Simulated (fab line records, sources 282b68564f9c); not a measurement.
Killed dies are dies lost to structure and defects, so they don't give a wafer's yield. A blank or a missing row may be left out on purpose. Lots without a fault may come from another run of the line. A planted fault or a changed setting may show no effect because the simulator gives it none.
Problem report in the 8D (eight disciplines) form, filled by code | flow rit_cmos | the parts of the form that need people (team, actions taken, sign-off) are left out

1. THE PROBLEM
killed_dies at RIT_M1_PROBE_99 reads a mean of 173 on 6 wafers of 2 lots; wafers without a fault read 7 with a standard deviation of 3.2. That is +52 standard deviations from the usual mean.
First seen on wafer L400.2, day 7 11:56, on prober-01. The record holds 12 wafers of 4 lots with a number at this step. Rule for "out", or "out of limits": more than 4 standard deviations from the usual mean. The other wafers with a number count as sound.

2. WHAT IT IS AND WHAT IT IS NOT
question                    | is                                              | is not
which readings at this step | killed_dies, killed_at_front_end, killed_on_rim | killed_open, killed_short
which lots                  | L400, L403                                      | L394, L398
which wafers of those lots  | all that have a number                          | -
read on which tools         | prober-01, prober-02                            | -
when                        | from day 7 11:56                                | up to then (6 sound wafers)

3. SUSPECTS, AND WHAT RULES EACH OUT
Counting: a tool at a process step up to the reading stays a suspect if it ran every lot that is out and no sound lot after the first of them.
- furnace-04 at RIT_FOX2_OXIDATION_00 (target thk 350.7 nm, ox time 1130 s): kept. It ran every lot that is out, first L400 (day 5 17:08), and no sound lot after that.
Left after counting: furnace-04 at RIT_FOX2_OXIDATION_00.

4. THE CAUSE (what the simulator had put in)
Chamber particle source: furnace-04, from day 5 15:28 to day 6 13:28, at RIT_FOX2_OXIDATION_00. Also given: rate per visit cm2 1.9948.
Counting left only this tool.

5. THE CHAIN OF EFFECTS, in route order
Each row: a reading whose mean over the struck wafers that have a number lies more than 3 standard deviations from the usual. Only readings for which the record gives a usual standard deviation are gone through. hours: the time from each lot's start at the first step in this table that gives one to its start at this step, as a median over the lots. sigmas: the change in usual standard deviations.
hours | step            | reading             | usual | on struck wafers | change | sigmas
0     | RIT_M1_PROBE_99 | killed_at_front_end | 7     | 173              | +166   | +52
0     | RIT_M1_PROBE_99 | killed_dies         | 7     | 173              | +166   | +52
0     | RIT_M1_PROBE_99 | killed_on_rim       | 1.9   | 45.3             | +43.4  | +31
The process steps in it:
- RIT_M1_PROBE_99

6. WHAT WOULD HAVE CAUGHT IT SOONER
In this record the first reading out of limits was taken at day 7 11:56, 44 hours after the fault began at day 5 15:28.
Of the tool readings at RIT_FOX2_OXIDATION_00 for which the record gives a usual standard deviation, none was out on any struck wafer, so an alarm limit of 4 standard deviations on them would not have fired.
All the lots that are out (2) had begun RIT_FOX2_OXIDATION_00 on furnace-04 by day 7 11:56. A hold on the tool at that time would have spared none of them.
